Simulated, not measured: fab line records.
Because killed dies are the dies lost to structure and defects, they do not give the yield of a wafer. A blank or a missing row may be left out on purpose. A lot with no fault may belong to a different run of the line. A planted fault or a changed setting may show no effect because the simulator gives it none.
2 desks looking at one fault + flow rit_cmos + only its own numbers are on each desk; what lay behind them is given at the end

## THE METROLOGY DESK
What the gauges read, lot by lot, whatever tool the lot ran on: means of the sampled wafers that have a number. Marked OUT: a lot whose mean sits more than 4 standard deviations from the usual mean, which makes it out of limits; the brackets give that distance.
Columns: A = FIELD_OXIDE_LEFT_1_THK at RIT_FOX2_THK_MEAS_90, usual 326 nm; B = NRETRO_TW at RIT_NRETRO_TW_MEAS_10, usual 1052; C = PRETRO_TW at RIT_PRETRO_TW_MEAS_10, usual 478.7; D = FIELD_OXIDE_LEFT_2_THK at RIT_FOX2_THK_MEAS_91, usual 258 nm
| lot  | first seen here | A   | B    | C               | D   |
|------|-----------------|-----|------|-----------------|-----|
| L303 | day 1 20:42     | 326 | 1049 | 475.5           | 258 |
| L304 | day 2 00:52     | 335 | 1058 | 479.0           | 268 |
| L305 | day 2 10:35     | 328 | 1045 | 477.2           | 260 |
| L306 | day 2 13:13     | 327 | 1054 | 478.0           | 259 |
| L307 | day 2 16:41     | 331 | 1045 | 473.6           | 264 |
| L308 | day 2 23:07     | 324 | 1053 | 476.6           | 256 |
| L311 | day 3 16:17     | 318 | 1052 | 481.7           | 250 |
| L313 | day 3 22:49     | 326 | 1062 | 446.4 (-13) OUT | 259 |
| L315 | day 4 10:08     | 314 | 1061 | 479.8           | 245 |
| L317 | day 4 20:10     | 329 | 1049 | 443.8 (-14) OUT | 261 |
| L323 | day 6 00:41     | 321 | 1051 | 480.7           | 252 |
| L324 | day 6 05:40     | 330 | 1040 | 480.4           | 261 |
| L325 | day 6 10:36     | 329 | 1035 | 481.6           | 262 |
| L326 | day 6 18:23     | 326 | 1056 | 475.6           | 257 |
This desk reports L313, L317 out of limits; the earliest was L313 at day 4 12:45 (PRETRO_TW at RIT_PRETRO_TW_MEAS_10). In limits: L303, L304, L305, L306, L307, L308, L311, L315, L323, L324, L325, L326.

## FOR THE TOOL OWNER'S DESK: implanter-03
The tool's own readings at RIT_PRETRO_IMPLANT_08, given as means over the sampled wafers that have a number, one for each lot that went through this tool. Marked OUT: a lot whose mean sits more than 4 standard deviations from the usual mean, which makes it out of limits; the brackets give that distance.
Columns: A = beam_energy_keV at RIT_PRETRO_IMPLANT_08, usual 45.001
| lot  | first seen here | A                        |
|------|-----------------|--------------------------|
| L303 | day 2 08:07     | 45.018                   |
| L304 | day 2 14:11     | 45.014                   |
| L307 | day 3 04:13     | 45.014                   |
| L308 | day 3 10:32     | 45.006                   |
| L311 | day 4 04:32     | 44.997                   |
| L313 | day 4 12:26     | 29.231 (-99 or more) OUT |
| L317 | day 5 08:50     | 29.228 (-99 or more) OUT |
Finding of this desk: L313, L317 out of limits; the first was L313 at day 4 12:26, on beam_energy_keV at RIT_PRETRO_IMPLANT_08. In limits: L303, L304, L307, L308, L311.

## ALL TOGETHER
The tool owner's desk could have raised an alarm at day 4 12:26, on L313, L317.
L313, L317 would have let the metrology desk raise an alarm at day 4 12:45.
Every lot named ran RIT_PRETRO_IMPLANT_08 on implanter-03.

## WHAT THE SIMULATOR PUT IN
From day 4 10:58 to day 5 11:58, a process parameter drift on implanter-03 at RIT_PRETRO_IMPLANT_08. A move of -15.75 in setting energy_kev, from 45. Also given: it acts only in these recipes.
Struck lots among those shown: L313, L317.
Counting hours from when the fault started, the first reading out of limits came at 1 for the tool owner's desk and at 2 for the metrology desk.
